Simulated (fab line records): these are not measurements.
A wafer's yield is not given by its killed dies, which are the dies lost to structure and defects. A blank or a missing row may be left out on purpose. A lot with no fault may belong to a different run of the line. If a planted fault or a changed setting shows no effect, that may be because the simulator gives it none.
Problem report, 8D (eight disciplines) form, completed by code    flow berkeley cmos170    the parts of the form that need people (team, actions taken, sign-off) are left out

1. WHAT IS WRONG
bias w at UCB170_M1_METAL_ETCH_12 reads a mean of 162.3 W on 6 wafers of 2 lots; wafers without a fault read 120.0 W with a standard deviation of 0.35. That is +99 or more standard deviations from the usual mean.
The step: etches Al in Cl2/BCl3, stops on PSG, target depth 780 nm, time 130 s.
The first sign was on wafer L442.1 at day 10 02:10, on rie metal-02. At this step, 42 wafers from 14 lots have a number in the record. Rule for "out" (also "out of limits"): further than 4 standard deviations from the usual mean. The other wafers with a number count as sound.

2. WHAT IT IS; WHAT IT IS NOT
question                     is                      is not
which readings at this step  bias w                  drypump motor current A, oes product au, throttle valve pct
which lots                   L442, L447              L433, L435, L436, L437, L438, L440, L441, L448, L453, L454, L455, L456
which wafers of those lots   all that have a number  -
read on which tools          rie metal-02            rie metal-01, rie metal-04
when                         from day 10 02:10       up to then (21 sound wafers); but 15 sound wafers of L448, L453, L454, L455, L456 came after

3. THE SUSPECTS, EACH WITH WHAT RULES IT OUT
Counting: a tool stays on the suspect list if, at a process step up to the reading, it processed all lots that are out and no sound lot following the first of them.
- plasma asher-04 at UCB170_CONTACT_STRIP_19 (strips in O2): ruled out as a lasting fault. The sound lots L454 went through it after L442, its earliest lot that is out (day 10 00:00).
- rie metal-02 at UCB170_M1_METAL_ETCH_12 (etches Al in Cl2/BCl3, stops on PSG, target depth 780 nm, time 130 s): kept. It processed each lot that is out, first L442 at day 10 02:10, and no sound lot thereafter; up to then, the last sound lot it processed was L440 at day 9 17:43. On those wafers its own readings are out: bias w.
Left after counting: rie metal-02 at UCB170_M1_METAL_ETCH_12.

4. THE CAUSE (what the simulator had put in)
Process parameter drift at UCB170_M1_METAL_ETCH_12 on rie metal-02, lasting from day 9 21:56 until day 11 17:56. From 120, the setting bias w moved by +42. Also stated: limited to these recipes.
The count eliminated every tool but this one.

5. SEQUENCE OF EFFECTS, ordered by route
Rows list readings where the struck wafers' mean (over those with a number) sits beyond 3 standard deviations from the usual. Scope: only readings with a usual standard deviation given in the record; hours: median across lots of the time from each lot's start at the first step in this table that gives one to its start at this step; sigmas: change in usual standard deviations.
hours  step                     reading  usual    on struck wafers  change  sigmas
0      UCB170_M1_METAL_ETCH_12  bias w   120.0 W  162.3             +42.3   +99 or more
It contains these process steps:
- UCB170_M1_METAL_ETCH_12: etches Al in Cl2/BCl3, stops on PSG, target depth 780 nm, time 130 s.

6. HOW IT WOULD HAVE BEEN CAUGHT EARLIER
In this record no reading fell out of limits until day 10 02:10, 4 hours after the fault had begun at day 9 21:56.
